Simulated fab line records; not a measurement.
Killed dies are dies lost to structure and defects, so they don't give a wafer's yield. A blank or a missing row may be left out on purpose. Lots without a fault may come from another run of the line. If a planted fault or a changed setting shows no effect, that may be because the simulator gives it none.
fab line records | flow rit-cmos
record: lots: 14 | wafers: 42 | last-day: 6
route steps=202 shown PWELL@41 GATE@89 SILICIDE@164 CONTACT@176 M1@202
lots untouched by any fault: they come from a run of this same line in which no faults occurred
start-h: the number of hours between the record's first day and the start of the first shown wafer of the lot | wait-h: how many hours have passed since the lot's step before this one | " repeats the value in the row above | L1.1+2: a single row standing in for several wafers | - either no value or no given start | * or withheld: withheld | < > ~ a bound
route shown NAME@n: names a module that has steps shown in the file, with the first one's number in the route | usual: mean and standard deviation over wafers with no fault | same: alike in all rows | chamber/n: place in a boat | sites: per-site readings | _std_site: the standard deviation of these | _edge_site: mean of outer sites minus mean of inner sites | radius-mm: how far each site lies from the wafer's centre | mask NAME#n: copy n | behind: the tool/chamber that last shaped the wafer | hold: why the lot went on hold/how many hours it stayed there/how the hold came to an end | device: which transistor (n, p or np) failed to switch | end of line: tests run on the same wafers once the route is complete | step lacking rows: just its recipe | killed: not the wafer's yield, but the dies lost to structure and defects at the first sort | map: dies across one wafer; x = killed, . = not, _ = none there
set.NAME: the setting as run; set.NAME@STEP: as run at that earlier step | model.NAME: the simulator's own value behind a step, which no gauge read
one table for each step of the route and one row for each wafer, over a sample of lots
services: when a tool's chamber went out of use (start-h, in hours from the record's first day, below 0 if earlier), for how many hours, and the reason
== steps ==
step: RIT_PWELL_SOFTBAKE_02
recipe: resist: NOVOLAK | temp-c: 90 | time-s: 62.36
usual: chill-plate-temp-C: 22.98/0.094 | plate-sensor-t-centre-C: 90.969/0.0095 | plate-sensor-t-edge-C: 91.020/0.01
lot.wafer | tool           | chamber | start-h | wait-h | chill-plate-temp-C | plate-sensor-t-centre-C | plate-sensor-t-edge-C
L386.2    | litho-track-02 | 0       | 23.57   | 0.1    | 23.04              | 90.955                  | 91.031
L386.5    | "              | 0       | "       | "      | 22.93              | 90.974                  | 91.028
L386.6    | "              | 0       | "       | "      | 23.04              | 91.003                  | 91.010
L387.3    | litho-track-01 | 0       | 28.36   | 0.1    | 23.02              | 90.970                  | 91.017
L387.4    | "              | 0       | "       | "      | 22.79              | 90.981                  | 91.028
L387.6    | "              | 0       | "       | "      | 22.88              | 90.962                  | 91.038
L388.1    | litho-track-03 | 0       | 35.01   | 0.1    | 22.95              | 90.975                  | 91.013
L388.3    | "              | 0       | "       | "      | 22.81              | 90.970                  | 91.024
L388.6    | "              | 0       | "       | "      | 22.94              | 90.963                  | 91.022
L389.3    | litho-track-01 | 0       | 37.34   | 0.1    | 22.92              | 90.968                  | 91.007
L389.4    | "              | 0       | "       | "      | 22.90              | 90.974                  | 91.021
L389.5    | "              | 0       | "       | "      | 22.85              | 90.978                  | 91.016
L390.3    | litho-track-01 | 0       | 42.93   | 0.1    | 22.99              | 90.958                  | 91.025
L390.4    | "              | 0       | "       | "      | 22.88              | 90.962                  | 91.021
L390.5    | "              | 0       | "       | "      | 22.98              | 90.953                  | 91.012
L391.1    | litho-track-02 | 0       | 48.92   | 0.1    | 23.10              | 90.971                  | 91.030
L391.2    | "              | 0       | "       | "      | 23.18              | 90.966                  | 91.018
L391.3    | "              | 0       | "       | "      | 23.10              | 90.961                  | 91.023
L392.2    | litho-track-02 | 0       | 53.73   | 0.1    | 23.02              | 90.965                  | 91.031
L392.4    | "              | 0       | "       | "      | 22.82              | 90.974                  | 91.025
L392.5    | "              | 0       | "       | "      | 23.00              | 90.966                  | 91.026
L393.3    | litho-track-02 | 0       | 57.70   | 0.1    | 22.87              | 90.969                  | 91.011
L393.5    | "              | 0       | "       | "      | 23.00              | 90.952                  | 91.008
L393.6    | "              | 0       | "       | "      | 23.04              | 90.977                  | 91.022
L396.3    | litho-track-01 | 0       | 73.77   | 0.1    | 23.08              | 90.970                  | 91.019
L396.5    | "              | 0       | "       | "      | 23.09              | 90.978                  | 91.019
L396.6    | "              | 0       | "       | "      | 22.98              | 90.965                  | 91.030
L398.2    | litho-track-03 | 0       | 84.94   | 0.1    | 22.86              | 90.963                  | 91.012
L398.5    | "              | 0       | "       | "      | 22.75              | 90.984                  | 91.036
L398.6    | "              | 0       | "       | "      | 22.99              | 90.968                  | 91.025
L400.2    | litho-track-03 | 0       | 93.18   | 0.1    | 22.97              | 90.970                  | 91.013
L400.3    | "              | 0       | "       | "      | 22.96              | 90.958                  | 91.036
L400.6    | "              | 0       | "       | "      | 22.99              | 90.958                  | 91.017
L402.2    | litho-track-01 | 0       | 101.94  | 0.1    | 23.00              | 90.975                  | 91.019
L402.4    | "              | 0       | "       | "      | 23.03              | 90.968                  | 91.031
L402.6    | "              | 0       | "       | "      | 23.00              | 90.965                  | 91.024
L403.3    | litho-track-03 | 0       | 109.39  | 0.1    | 22.99              | 90.979                  | 91.017
L403.4    | "              | 0       | "       | "      | 23.02              | 90.978                  | 91.006
L403.5    | "              | 0       | "       | "      | 22.86              | 90.975                  | 91.021
L404.2    | litho-track-02 | 0       | 114.85  | 0.1    | 22.98              | 90.968                  | 91.009
L404.3    | "              | 0       | "       | "      | 23.17              | 90.969                  | 91.000
L404.6    | "              | 0       | "       | "      | 23.01              | 90.973                  | 91.011
step: RIT_GATE_EXPOSE_13
recipe: mask-id: M6 | na: 0.6 | source-shape: conventional | sigma-outer: 0.6 | target-cd-nm: 150 | dose-mj: 388.4
lot.wafer  | tool             | chamber | start-h | wait-h | mask
L386.2+5+6 | iline-stepper-02 | 0       | 37.88   | 0.2    | M6#0
L387.3+4+6 | iline-stepper-01 | 0       | 46.08   | 0.2    | M6#0
L388.1+3+6 | iline-stepper-01 | 0       | 49.98   | 0.1    | M6#0
L389.3+4+5 | iline-stepper-02 | 0       | 52.67   | 0.2    | M6#0
L390.3+4+5 | iline-stepper-02 | 0       | 60.64   | 0.1    | M6#0
L391.1+2+3 | iline-stepper-01 | 0       | 64.19   | 0.2    | M6#0
L392.2+4+5 | iline-stepper-01 | 0       | 70.79   | 0.1    | M6#0
L393.3+5+6 | iline-stepper-01 | 0       | 73.32   | 0.1    | M6#0
L396.3+5+6 | iline-stepper-01 | 0       | 91.47   | 0.2    | M6#0
L398.2+5+6 | iline-stepper-02 | 0       | 100.78  | 0.1    | M6#0
L400.2+3+6 | iline-stepper-02 | 0       | 111.44  | 0.1    | M6#0
L402.2+4+6 | iline-stepper-02 | 0       | 119.13  | 0.2    | M6#0
L403.3+4+5 | iline-stepper-02 | 0       | 125.82  | 0.1    | M6#0
L404.2+3+6 | iline-stepper-02 | 0       | 131.98  | 0.1    | M6#0
step: RIT_GATE_OVL_MEAS_17
usual: GATE_OVL: -0.9/1.4
lot.wafer | tool       | chamber | start-h | wait-h | GATE_OVL[nm]
L386.2    | overlay-01 | -       | 38.39   | 0.1    | -1.5
L386.5    | "          | -       | "       | "      | -1.1
L386.6    | "          | -       | "       | "      | -0.4
L387.3    | overlay-01 | -       | 46.58   | 0.1    | -3.7
L387.4    | "          | -       | "       | "      | -0.7
L387.6    | "          | -       | "       | "      | -0.6
L388.1    | overlay-01 | -       | 50.50   | 0.1    | -0.9
L388.3    | "          | -       | "       | "      | -1.4
L388.6    | "          | -       | "       | "      | -1.4
L389.3    | overlay-01 | -       | 53.22   | 0.1    | -1.7
L389.4    | "          | -       | "       | "      | -1.5
L389.5    | "          | -       | "       | "      | -0.5
L390.3    | overlay-02 | -       | 61.24   | 0.1    | -0.2
L390.4    | "          | -       | "       | "      | 0.8
L390.5    | "          | -       | "       | "      | 1.1
L391.1    | overlay-01 | -       | 64.71   | 0.1    | 0.6
L391.2    | "          | -       | "       | "      | 2.7
L391.3    | "          | -       | "       | "      | -0.4
L392.2    | overlay-01 | -       | 71.29   | 0.1    | 128.3
L392.4    | "          | -       | "       | "      | 128.8
L392.5    | "          | -       | "       | "      | 127.1
L393.3    | overlay-01 | -       | 74.11   | 0.1    | 129.1
L393.5    | "          | -       | "       | "      | 130.2
L393.6    | "          | -       | "       | "      | 130.0
L396.3    | overlay-02 | -       | 92.05   | 0.1    | 128.3
L396.5    | "          | -       | "       | "      | 127.9
L396.6    | "          | -       | "       | "      | 129.9
L398.2    | overlay-02 | -       | 101.29  | 0.1    | 0.0
L398.5    | "          | -       | "       | "      | -0.9
L398.6    | "          | -       | "       | "      | -3.5
L400.2    | overlay-02 | -       | 111.94  | 0.1    | 0.4
L400.3    | "          | -       | "       | "      | -0.5
L400.6    | "          | -       | "       | "      | -2.4
L402.2    | overlay-02 | -       | 119.64  | 0.1    | -3.7
L402.4    | "          | -       | "       | "      | -1.6
L402.6    | "          | -       | "       | "      | -3.3
L403.3    | overlay-02 | -       | 126.31  | 0.1    | 0.7
L403.4    | "          | -       | "       | "      | -0.9
L403.5    | "          | -       | "       | "      | -1.7
L404.2    | overlay-01 | -       | 132.49  | 0.1    | 1.1
L404.3    | "          | -       | "       | "      | 0.9
L404.6    | "          | -       | "       | "      | 1.1
step: RIT_SILICIDE_THK_MEAS_03
recipe: thk-meas-gauge: xrf | reads: Ti_of_SILICIDE_SPUTTER_01
usual: SILICIDE_TI_THK: 29.8/0.47
lot.wafer | tool          | chamber | start-h | wait-h | SILICIDE_TI_THK[nm]
L386.2    | film-metro-04 | -       | 52.50   | 0.1    | 29.6
L386.5    | "             | -       | "       | "      | 29.7
L386.6    | "             | -       | "       | "      | 30.7
L387.3    | film-metro-01 | -       | 59.61   | 0.1    | 29.4
L387.4    | "             | -       | "       | "      | 29.5
L387.6    | "             | -       | "       | "      | 30.3
L388.1    | film-metro-01 | -       | 65.46   | 0.1    | 30.1
L388.3    | "             | -       | "       | "      | 29.7
L388.6    | "             | -       | "       | "      | 29.7
L389.3    | film-metro-01 | -       | 67.44   | 0.1    | 29.5
L389.4    | "             | -       | "       | "      | 29.5
L389.5    | "             | -       | "       | "      | 29.3
L390.3    | film-metro-04 | -       | 75.80   | 0.1    | 29.3
L390.4    | "             | -       | "       | "      | 29.7
L390.5    | "             | -       | "       | "      | 30.1
L391.1    | film-metro-04 | -       | 78.01   | 0.1    | 30.4
L391.2    | "             | -       | "       | "      | 29.6
L391.3    | "             | -       | "       | "      | 29.6
L392.2    | film-metro-04 | -       | 86.91   | 0.1    | 29.5
L392.4    | "             | -       | "       | "      | 29.5
L392.5    | "             | -       | "       | "      | 29.9
L393.3    | film-metro-04 | -       | 89.71   | 0.1    | 30.6
L393.5    | "             | -       | "       | "      | 29.7
L393.6    | "             | -       | "       | "      | 30.9
L396.3    | film-metro-04 | -       | 105.71  | 0.1    | 29.9
L396.5    | "             | -       | "       | "      | 29.4
L396.6    | "             | -       | "       | "      | 29.6
L398.2    | film-metro-04 | -       | 117.01  | 0.1    | 29.9
L398.5    | "             | -       | "       | "      | 29.3
L398.6    | "             | -       | "       | "      | 29.7
L400.2    | film-metro-03 | -       | 126.14  | 0.1    | 29.7
L400.3    | "             | -       | "       | "      | 30.2
L400.6    | "             | -       | "       | "      | 29.9
L402.2    | film-metro-03 | -       | 133.36  | 0.1    | 30.0
L402.4    | "             | -       | "       | "      | 29.5
L402.6    | "             | -       | "       | "      | 29.5
L403.3    | film-metro-04 | -       | 140.54  | 0.1    | 29.5
L403.4    | "             | -       | "       | "      | 29.7
L403.5    | "             | -       | "       | "      | 29.5
L404.2    | film-metro-04 | -       | 146.14  | 0.1    | 30.2
L404.3    | "             | -       | "       | "      | 30.0
L404.6    | "             | -       | "       | "      | 29.5
step: RIT_CONTACT_CD_MEAS_08
recipe: target-cd-nm: 1000
usual: cd-nm: 999.9/2
lot.wafer | tool      | chamber | start-h | wait-h | cd-nm
L386.2    | cd-sem-01 | -       | 53.94   | -      | 997.7
L386.5    | "         | -       | "       | "      | 996.5
L386.6    | "         | -       | "       | "      | 997.9
L387.3    | cd-sem-01 | -       | 61.03   | -      | 998.7
L387.4    | "         | -       | "       | "      | 999.0
L387.6    | "         | -       | "       | "      | 999.6
L388.1    | cd-sem-01 | -       | 66.77   | -      | 999.7
L388.3    | "         | -       | "       | "      | 998.2
L388.6    | "         | -       | "       | "      | 997.8
L389.3    | cd-sem-01 | -       | 68.78   | -      | 1001.4
L389.4    | "         | -       | "       | "      | 998.5
L389.5    | "         | -       | "       | "      | 1000.9
L390.3    | cd-sem-01 | -       | 77.14   | -      | 999.5
L390.4    | "         | -       | "       | "      | 997.6
L390.5    | "         | -       | "       | "      | 998.0
L391.1    | cd-sem-01 | -       | 79.32   | -      | 1001.6
L391.2    | "         | -       | "       | "      | 1003.3
L391.3    | "         | -       | "       | "      | 1002.3
L392.2    | cd-sem-01 | -       | 88.24   | -      | 997.2
L392.4    | "         | -       | "       | "      | 998.5
L392.5    | "         | -       | "       | "      | 997.3
L393.3    | cd-sem-01 | -       | 91.04   | -      | 997.6
L393.5    | "         | -       | "       | "      | 997.8
L393.6    | "         | -       | "       | "      | 998.1
L396.3    | cd-sem-02 | -       | 107.05  | -      | 1001.9
L396.5    | "         | -       | "       | "      | 1001.6
L396.6    | "         | -       | "       | "      | 1002.6
L398.2    | cd-sem-01 | -       | 118.33  | -      | 997.4
L398.5    | "         | -       | "       | "      | 1001.2
L398.6    | "         | -       | "       | "      | 998.5
L400.2    | cd-sem-01 | -       | 127.58  | -      | 999.8
L400.3    | "         | -       | "       | "      | 1002.4
L400.6    | "         | -       | "       | "      | 999.8
L402.2    | cd-sem-02 | -       | 134.73  | -      | 1004.1
L402.4    | "         | -       | "       | "      | 1003.1
L402.6    | "         | -       | "       | "      | 1003.5
L403.3    | cd-sem-01 | -       | 142.03  | -      | 1000.7
L403.4    | "         | -       | "       | "      | 1000.5
L403.5    | "         | -       | "       | "      | 1000.2
L404.2    | cd-sem-01 | -       | 147.50  | -      | 997.1
L404.3    | "         | -       | "       | "      | 997.0
L404.6    | "         | -       | "       | "      | 996.8
step: RIT_M1_PROBE_99
usual: killed_at_M0_to_M3: 0.0/0.16 | killed-at-contacts: 0.0/0.2 | killed-at-front-end: 7.2/2.5 | killed-dies: 7.3/2.5 | killed-open: 3.8/1.9 | killed-short: 3.5/1.8
same: gross-dies: 264 | killed_at_M4_up: 0 | killed-at-back-side: 0 | killed-at-other: 0
lot.wafer | tool      | chamber | start-h | wait-h | killed_at_M0_to_M3 | killed-at-contacts | killed-at-front-end | killed-dies | killed-open | killed-short
L386.2    | prober-02 | -       | 59.43   | 0.1    | 0                  | 0                  | 5                   | 5           | 3           | 2
L386.5    | prober-02 | -       | 59.58   | 0.2    | 0                  | 0                  | 6                   | 6           | 3           | 3
L386.6    | prober-02 | -       | 59.63   | 0.2    | 0                  | 0                  | 11                  | 11          | 7           | 4
L387.3    | prober-01 | -       | 66.55   | 0.2    | 0                  | 0                  | 5                   | 5           | 5           | 0
L387.4    | prober-01 | -       | 66.60   | 0.2    | 0                  | 0                  | 11                  | 11          | 4           | 7
L387.6    | prober-01 | -       | 66.70   | 0.2    | 0                  | 0                  | 8                   | 8           | 4           | 4
L388.1    | prober-02 | -       | 71.95   | 0.1    | 0                  | 0                  | 11                  | 11          | 6           | 5
L388.3    | prober-02 | -       | 72.05   | 0.2    | 0                  | 0                  | 10                  | 10          | 7           | 3
L388.6    | prober-02 | -       | 72.20   | 0.2    | 0                  | 0                  | 7                   | 7           | 4           | 3
L389.3    | prober-01 | -       | 74.05   | 0.2    | 0                  | 1                  | 8                   | 9           | 5           | 4
L389.4    | prober-01 | -       | 74.10   | 0.2    | 0                  | 0                  | 11                  | 11          | 7           | 4
L389.5    | prober-01 | -       | 74.15   | 0.2    | 0                  | 0                  | 9                   | 9           | 7           | 2
L390.3    | prober-02 | -       | 82.36   | 0.2    | 0                  | 0                  | 9                   | 9           | 4           | 5
L390.4    | prober-02 | -       | 82.41   | 0.2    | 0                  | 0                  | 7                   | 7           | 5           | 2
L390.5    | prober-02 | -       | 82.46   | 0.2    | 0                  | 0                  | 3                   | 3           | 0           | 3
L391.1    | prober-02 | -       | 84.66   | 0.1    | 0                  | 0                  | 12                  | 12          | 7           | 5
L391.2    | prober-02 | -       | 84.71   | 0.1    | 0                  | 0                  | 9                   | 9           | 4           | 5
L391.3    | prober-02 | -       | 84.76   | 0.2    | 0                  | 0                  | 8                   | 8           | 4           | 4
L392.2    | prober-01 | -       | 93.59   | 0.1    | 0                  | 0                  | 4                   | 4           | 2           | 2
L392.4    | prober-01 | -       | 93.69   | 0.2    | 0                  | 0                  | 6                   | 6           | 2           | 4
L392.5    | prober-01 | -       | 93.74   | 0.2    | 0                  | 0                  | 4                   | 4           | 2           | 2
L393.3    | prober-02 | -       | 96.28   | 0.2    | 0                  | 0                  | 11                  | 11          | 8           | 3
L393.5    | prober-02 | -       | 96.38   | 0.2    | 0                  | 0                  | 8                   | 8           | 4           | 3
L393.6    | prober-02 | -       | 96.43   | 0.2    | 0                  | 0                  | 4                   | 4           | 3           | 0
L396.3    | prober-01 | -       | 112.27  | 0.2    | 0                  | 0                  | 5                   | 5           | 3           | 2
L396.5    | prober-01 | -       | 112.37  | 0.2    | 0                  | 0                  | 4                   | 4           | 1           | 3
L396.6    | prober-01 | -       | 112.42  | 0.2    | 0                  | 0                  | 9                   | 9           | 5           | 4
L398.2    | prober-02 | -       | 123.75  | 0.1    | 0                  | 0                  | 8                   | 8           | 3           | 5
L398.5    | prober-02 | -       | 123.90  | 0.2    | 0                  | 0                  | 8                   | 8           | 3           | 5
L398.6    | prober-02 | -       | 123.95  | 0.2    | 0                  | 0                  | 10                  | 10          | 3           | 7
L400.2    | prober-02 | -       | 133.01  | 0.1    | 0                  | 0                  | 9                   | 9           | 3           | 6
L400.3    | prober-02 | -       | 133.06  | 0.2    | 0                  | 0                  | 5                   | 5           | 4           | 1
L400.6    | prober-02 | -       | 133.21  | 0.2    | 0                  | 0                  | 7                   | 7           | 1           | 6
L402.2    | prober-02 | -       | 140.09  | 0.1    | 1                  | 0                  | 6                   | 7           | 2           | 5
L402.4    | prober-02 | -       | 140.19  | 0.2    | 0                  | 0                  | 8                   | 8           | 5           | 3
L402.6    | prober-02 | -       | 140.29  | 0.2    | 0                  | 0                  | 10                  | 10          | 6           | 4
L403.3    | prober-01 | -       | 147.25  | 0.2    | 0                  | 0                  | 7                   | 7           | 3           | 4
L403.4    | prober-01 | -       | 147.30  | 0.2    | 0                  | 0                  | 4                   | 4           | 2           | 2
L403.5    | prober-01 | -       | 147.35  | 0.2    | 0                  | 0                  | 10                  | 10          | 4           | 6
L404.2    | prober-02 | -       | 152.81  | 0.1    | 0                  | 0                  | 9                   | 9           | 5           | 4
L404.3    | prober-02 | -       | 152.86  | 0.2    | 0                  | 0                  | 11                  | 11          | 6           | 5
L404.6    | prober-02 | -       | 153.01  | 0.2    | 0                  | 0                  | 9                   | 9           | 5           | 4
killed by level:class
L386.2 REOX:geometric-particle:short=1 REOX:geometric-particle:open=1 SPACER:geometric-particle:open=1 SILICIDE:geometric-particle:short=1 SILICIDE:geometric-particle:open=1
L386.5 FOX1:geometric-particle:short=3 GATE:geometric-particle:open=2 REOX:geometric-particle:open=1
L386.6 GATE:geometric-particle:open=3 REOX:geometric-particle:short=3 SPACER:geometric-particle:open=2 FOX1:geometric-particle:open=1 FOX1:geometric-particle:short=1 REOX:geometric-particle:open=1
L387.3 GATE:geometric-particle:open=3 REOX:geometric-particle:open=1 SPACER:geometric-particle:open=1
L387.4 REOX:geometric-particle:open=2 REOX:geometric-particle:short=2 SILICIDE:geometric-particle:short=2 FOX1:geometric-particle:short=1 FOX2:geometric-particle:open=1 FOX2:geometric-particle:short=1 GATE:geometric-particle:short=1 SILICIDE:geometric-particle:open=1
L387.6 FOX2:geometric-particle:short=2 GATE:geometric-particle:open=2 FOX1:geometric-particle:short=1 REOX:geometric-particle:short=1 SPACER:geometric-particle:open=1 SILICIDE:geometric-particle:open=1
L388.1 GATE:geometric-particle:short=3 FOX2:geometric-particle:open=2 REOX:geometric-particle:short=2 FOX1:geometric-particle:open=1 GATE:geometric-particle:open=1 REOX:geometric-particle:open=1 SPACER:geometric-particle:open=1
L388.3 GATE:geometric-particle:short=3 FOX1:geometric-particle:open=2 FOX2:geometric-particle:open=2 GATE:geometric-particle:open=1 REOX:geometric-particle:open=1 SPACER:geometric-particle:open=1
L388.6 SILICIDE:geometric-particle:open=3 GATE:geometric-particle:short=2 GATE:geometric-particle:open=1 REOX:geometric-particle:short=1
L389.3 FOX2:geometric-particle:short=3 FOX2:geometric-particle:open=3 FOX1:geometric-particle:short=1 SILICIDE:geometric-particle:open=1 CONTACT:geometric-particle:open=1
L389.4 FOX2:geometric-particle:short=3 GATE:geometric-particle:open=2 REOX:geometric-particle:open=2 FOX1:geometric-particle:open=1 FOX2:geometric-particle:open=1 GATE:geometric-particle:short=1 SILICIDE:geometric-particle:open=1
L389.5 GATE:geometric-particle:open=2 SILICIDE:geometric-particle:open=2 FOX2:geometric-particle:short=1 FOX2:geometric-particle:open=1 REOX:geometric-particle:short=1 REOX:geometric-particle:open=1 SPACER:geometric-particle:open=1
L390.3 GATE:geometric-particle:short=3 FOX1:geometric-particle:short=2 GATE:geometric-particle:open=2 REOX:geometric-particle:open=2
L390.4 GATE:geometric-particle:open=3 SPACER:geometric-particle:short=2 REOX:geometric-particle:open=1 SPACER:geometric-particle:open=1
L390.5 FOX1:geometric-particle:short=1 GATE:geometric-particle:short=1 SPACER:geometric-particle:short=1
L391.1 GATE:geometric-particle:open=3 SILICIDE:geometric-particle:open=3 GATE:geometric-particle:short=2 FOX1:geometric-particle:open=1 FOX2:geometric-particle:short=1 REOX:geometric-particle:short=1 SILICIDE:geometric-particle:short=1
L391.2 FOX2:geometric-particle:open=2 REOX:geometric-particle:open=2 REOX:geometric-particle:short=2 GATE:geometric-particle:short=1 SPACER:geometric-particle:short=1 SILICIDE:geometric-particle:short=1
L391.3 REOX:geometric-particle:open=3 REOX:geometric-particle:short=2 FOX1:geometric-particle:open=1 FOX2:geometric-particle:short=1 GATE:geometric-particle:short=1
L392.2 FOX1:geometric-particle:open=1 FOX1:geometric-particle:short=1 GATE:geometric-particle:open=1 SILICIDE:geometric-particle:short=1
L392.4 FOX1:geometric-particle:open=1 GATE:geometric-particle:short=1 REOX:geometric-particle:short=1 REOX:geometric-particle:open=1 SPACER:geometric-particle:short=1 SILICIDE:geometric-particle:short=1
L392.5 GATE:geometric-particle:short=1 SPACER:geometric-particle:open=1 SILICIDE:geometric-particle:open=1 SILICIDE:geometric-particle:short=1
L393.3 GATE:geometric-particle:open=5 FOX1:geometric-particle:open=2 FOX1:geometric-particle:short=1 GATE:geometric-particle:short=1 SILICIDE:geometric-particle:short=1 SILICIDE:geometric-particle:open=1
L393.5 GATE:geometric-particle:open=2 SILICIDE:geometric-particle:short=2 FOX1:geometric-particle:short=1 FOX1:geometric-particle:open=1 SILICIDE:geometric-particle:open=1 GATE:coat-microbubble-printed=1
L393.6 GATE:geometric-particle:open=2 FOX1:geometric-particle:open=1 GATE:coat-microbubble-printed=1
L396.3 GATE:geometric-particle:short=2 SPACER:geometric-particle:open=2 GATE:geometric-particle:open=1
L396.5 FOX1:geometric-particle:short=1 FOX1:geometric-particle:open=1 FOX2:geometric-particle:short=1 GATE:geometric-particle:short=1
L396.6 SILICIDE:geometric-particle:open=5 GATE:geometric-particle:short=3 SILICIDE:geometric-particle:short=1
L398.2 GATE:geometric-particle:short=2 REOX:geometric-particle:short=2 FOX1:geometric-particle:open=1 FOX1:geometric-particle:short=1 SPACER:geometric-particle:open=1 SILICIDE:geometric-particle:open=1
L398.5 GATE:geometric-particle:short=3 FOX2:geometric-particle:short=2 GATE:geometric-particle:open=2 SILICIDE:geometric-particle:open=1
L398.6 FOX2:geometric-particle:short=3 GATE:geometric-particle:open=2 FOX1:geometric-particle:open=1 GATE:geometric-particle:short=1 REOX:geometric-particle:short=1 SPACER:geometric-particle:short=1 SILICIDE:geometric-particle:short=1
L400.2 GATE:geometric-particle:short=3 FOX1:geometric-particle:short=1 FOX1:geometric-particle:open=1 FOX2:geometric-particle:short=1 GATE:geometric-particle:open=1 REOX:geometric-particle:short=1 SPACER:geometric-particle:open=1
L400.3 GATE:geometric-particle:open=2 REOX:geometric-particle:open=1 REOX:geometric-particle:short=1 SPACER:geometric-particle:open=1
L400.6 REOX:geometric-particle:short=2 SILICIDE:geometric-particle:short=2 GATE:geometric-particle:short=1 GATE:geometric-particle:open=1 SPACER:geometric-particle:short=1
L402.2 GATE:geometric-particle:short=2 REOX:geometric-particle:short=2 SPACER:geometric-particle:open=2 M1:geometric-particle:short=1
L402.4 GATE:geometric-particle:short=3 GATE:geometric-particle:open=3 FOX1:geometric-particle:open=1 SPACER:geometric-particle:open=1
L402.6 GATE:geometric-particle:short=3 REOX:geometric-particle:open=3 SPACER:geometric-particle:open=2 SPACER:geometric-particle:short=1 STARTING-WAFER:geometric-particle:open=1
L403.3 FOX1:geometric-particle:short=2 FOX1:geometric-particle:open=1 GATE:geometric-particle:open=1 GATE:geometric-particle:short=1 REOX:geometric-particle:short=1 SILICIDE:geometric-particle:open=1
L403.4 FOX1:geometric-particle:short=1 GATE:geometric-particle:open=1 REOX:geometric-particle:short=1 SILICIDE:geometric-particle:open=1
L403.5 GATE:geometric-particle:short=4 FOX1:geometric-particle:short=2 FOX1:geometric-particle:open=1 GATE:geometric-particle:open=1 REOX:geometric-particle:open=1 SILICIDE:geometric-particle:open=1
L404.2 GATE:geometric-particle:short=4 GATE:geometric-particle:open=3 FOX1:geometric-particle:open=1 REOX:geometric-particle:open=1
L404.3 FOX1:geometric-particle:open=2 FOX2:geometric-particle:open=2 GATE:geometric-particle:open=2 SILICIDE:geometric-particle:short=2 FOX1:geometric-particle:short=1 FOX2:geometric-particle:short=1 SPACER:geometric-particle:short=1
L404.6 GATE:geometric-particle:open=4 FOX1:geometric-particle:short=3 GATE:geometric-particle:short=1 REOX:geometric-particle:open=1
== services ==
tool             | chamber | start-h | hours | kind
iline-stepper-02 | 0       | 19.66   | -     | calibration
iline-stepper-01 | 0       | 81.80   | -     | calibration
== key ==
first-sign: step: RIT_GATE_OVL_MEAS_17 | reading: GATE_OVL | direction: up | sigmas: 93 | usual: -0.9 | struck: 128.8
effect none on later readings
met-at RIT_GATE_EXPOSE_13
struck-lots L392,L393,L396
tester-left-out L392,L393,L396
not-acting-at RIT_PWELL_SOFTBAKE_02,RIT_SILICIDE_THK_MEAS_03,RIT_CONTACT_CD_MEAS_08
onset-between 64.19 70.79
fault: kind: scanner-matching-overlay | tool: iline-stepper-01 | chamber: - | onset-h: 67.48 | steps: RIT_GATE_EXPOSE_13 | offset: 130
tester-left-out: of these lots the tester's yield and bins aren't shown, on N5 and GAA mostly nor the transistor test; their killed dies are dies lost to structure and defects alone, not to doping, threshold or leakage, so they don't give the yield
